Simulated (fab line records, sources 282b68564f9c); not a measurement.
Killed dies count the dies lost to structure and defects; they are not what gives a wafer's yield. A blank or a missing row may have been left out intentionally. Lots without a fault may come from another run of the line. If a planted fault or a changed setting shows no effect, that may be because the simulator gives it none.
fab line records + flow rit-cmos
record:
- lots: 15
- wafers: 45
- last-day: 7
route steps=202 shown SILICIDE@167
lots untouched by any fault: they come from a run of this same line in which no faults occurred
start-h: hours from the record's first day to the start of the lot's first wafer shown + wait-h: hours elapsed since this lot's preceding step + " identical to the entry in the row above + L1.1+2: one row covering several wafers at once + - either no value or no given start + * or withheld: withheld + < > ~ a bound
route shown NAME@n: names a module that has steps shown in the file, with the first one's number in the route + usual: mean and standard deviation over wafers with no fault + same: alike in all rows + chamber/n: place in a boat + sites: readings site by site + _std_site: their standard deviation + _edge_site: outer sites' mean less inner sites' + radius-mm: for every site, how far away it sits from the centre of the wafer + mask NAME#n: copy n + behind: the tool/chamber that last shaped the wafer + hold: what put the lot on hold/how long, in hours/how the hold closed + device: which transistor (n, p or np) failed to switch + end of line: the tests these same wafers got at the end of their route + for a step that has no rows: nothing shown but its recipe + killed: count of dies lost to structure and defects at first sort (not the wafer's yield) + map: dies across one wafer; x = killed, . = not, _ = none there
set.NAME: the setting the step ran with; set.NAME@STEP: the setting that earlier step ran with + model.NAME: the simulator's own value behind a step, which no gauge read
a sample of lots followed through the steps of the route, with each step as a table and each wafer as a row
== steps ==
step: RIT_SILICIDE_RTA_06
recipe:
- temp-c: 750
- time-s: 10
- idle-temp-c: 25
- ramp-up-s: 5
- ramp-down-s: 10
- cool-to-c: 25
- ambient: N2
usual:
- anneal-temp-c-max: 753.4/0.8
- chamber-o2-ppm: 2.000/0.023
- wafer_temp_C_max: 752.9/0.72
| lot.wafer | tool          | chamber | start-h | wait-h | anneal-temp-c-max | chamber-o2-ppm | wafer_temp_C_max |
|-----------|---------------|---------|---------|--------|-------------------|----------------|------------------|
| L361.1    | rtp-anneal-02 | 0       | 59.70   | 0.0    | 754.8             | 2.018          | 752.5            |
| L361.3    | "             | 0       | "       | "      | 754.5             | 1.983          | 752.3            |
| L361.6    | "             | 0       | "       | "      | 753.4             | 1.994          | 752.6            |
| L362.1    | rtp-anneal-01 | 0       | 66.15   | 0.0    | 752.1             | 2.014          | 753.9            |
| L362.4    | "             | 0       | "       | "      | 752.4             | 1.973          | 753.1            |
| L362.5    | "             | 0       | "       | "      | 752.4             | 1.982          | 753.2            |
| L363.2    | rtp-anneal-02 | 0       | 71.41   | 0.0    | 754.8             | 1.994          | 752.0            |
| L363.3    | "             | 0       | "       | "      | 754.5             | 2.027          | 752.0            |
| L363.5    | "             | 0       | "       | "      | 754.5             | 1.985          | 752.2            |
| L366.3    | rtp-anneal-01 | 0       | 84.53   | 0.0    | 752.1             | 2.026          | 753.3            |
| L366.4    | "             | 0       | "       | "      | 752.7             | 1.994          | 753.5            |
| L366.6    | "             | 0       | "       | "      | 753.5             | 2.019          | 753.4            |
| L370.1    | rtp-anneal-01 | -       | 106.34  | 0.0    | -                 | -              | -                |
| L370.3    | "             | -       | "       | "      | -                 | -              | -                |
| L370.5    | "             | -       | "       | "      | -                 | -              | -                |
| L371.2    | rtp-anneal-02 | -       | 112.83  | 0.0    | -                 | -              | -                |
| L371.5    | "             | -       | "       | "      | -                 | -              | -                |
| L371.6    | "             | -       | "       | "      | -                 | -              | -                |
| L372.3    | rtp-anneal-01 | -       | 118.63  | 0.0    | -                 | -              | -                |
| L372.4    | "             | -       | "       | "      | -                 | -              | -                |
| L372.5    | "             | -       | "       | "      | -                 | -              | -                |
| L374.2    | rtp-anneal-01 | 0       | 126.12  | 0.0    | 752.7             | 2.014          | 753.4            |
| L374.3    | "             | 0       | "       | "      | 753.4             | 1.996          | 753.2            |
| L374.4    | "             | 0       | "       | "      | 754.1             | 2.030          | 752.5            |
| L375.1    | rtp-anneal-02 | 0       | 133.42  | 0.0    | 752.9             | 2.060          | 752.4            |
| L375.3    | "             | 0       | "       | "      | 754.1             | 2.036          | 752.5            |
| L375.5    | "             | 0       | "       | "      | 754.4             | 2.033          | 751.7            |
| L376.2    | rtp-anneal-01 | 0       | 138.68  | 0.0    | 752.5             | 2.019          | 752.5            |
| L376.3    | "             | 0       | "       | "      | 753.1             | 2.030          | 753.8            |
| L376.6    | "             | 0       | "       | "      | 752.2             | 2.002          | 753.2            |
| L377.3    | rtp-anneal-02 | 0       | 141.80  | 0.0    | 753.1             | 2.000          | 751.8            |
| L377.4    | "             | 0       | "       | "      | 753.3             | 1.988          | 752.3            |
| L377.5    | "             | 0       | "       | "      | 752.5             | 2.028          | 751.4            |
| L378.1    | rtp-anneal-01 | 0       | 146.44  | 0.0    | 752.5             | 2.022          | 753.5            |
| L378.5    | "             | 0       | "       | "      | 752.5             | 1.996          | 752.7            |
| L378.6    | "             | 0       | "       | "      | 752.5             | 1.988          | 753.8            |
| L379.1    | rtp-anneal-02 | 0       | 149.54  | 0.0    | 754.0             | 1.951          | 752.2            |
| L379.3    | "             | 0       | "       | "      | 754.3             | 2.010          | 752.5            |
| L379.6    | "             | 0       | "       | "      | 753.9             | 2.021          | 752.4            |
| L381.1    | rtp-anneal-02 | 0       | 161.51  | 0.0    | 754.5             | 1.984          | 752.2            |
| L381.2    | "             | 0       | "       | "      | 754.6             | 2.009          | 751.9            |
| L381.4    | "             | 0       | "       | "      | 754.8             | 2.009          | 751.8            |
| L382.1    | rtp-anneal-01 | 0       | 165.99  | 0.0    | 752.9             | 1.987          | 753.3            |
| L382.2    | "             | 0       | "       | "      | 752.6             | 2.002          | 753.8            |
| L382.3    | "             | 0       | "       | "      | 752.8             | 1.962          | 753.2            |
== key ==
first-sign:
- step: RIT_SILICIDE_RTA_06
- reading: tool-record
- direction: missing
effect none on later readings
met-at RIT_SILICIDE_RTA_06
struck-lots L370,L371,L372
later-rows-left-out L370.1,L370.3,L370.5,L371.2,L371.5,L371.6,L372.3,L372.4,L372.5
sort-left-out L370.1,L370.3,L370.5,L371.2,L371.5,L371.6,L372.3,L372.4,L372.5
tester-left-out L370,L371,L372
onset-between 84.53 106.34
fault:
- kind: skipped-step-whole
- tool: rtp-anneal-01,rtp-anneal-02
- chamber: -
- onset-h: 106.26
- steps: RIT_SILICIDE_RTA_06
- scope: struck-lots-only
tester-left-out: of these lots the tester's yield and bins aren't shown, on N5 and GAA mostly nor the transistor test; their killed dies are dies lost to structure and defects alone, not to doping, threshold or leakage, so they don't give the yield
sort-left-out: the simulated sort isn't trusted on such a fault, so these wafers' sort isn't shown, and their yield isn't known
later-rows-left-out: the simulator's readings of these wafers behind a module that went badly wrong aren't trusted and aren't shown, but for the sort
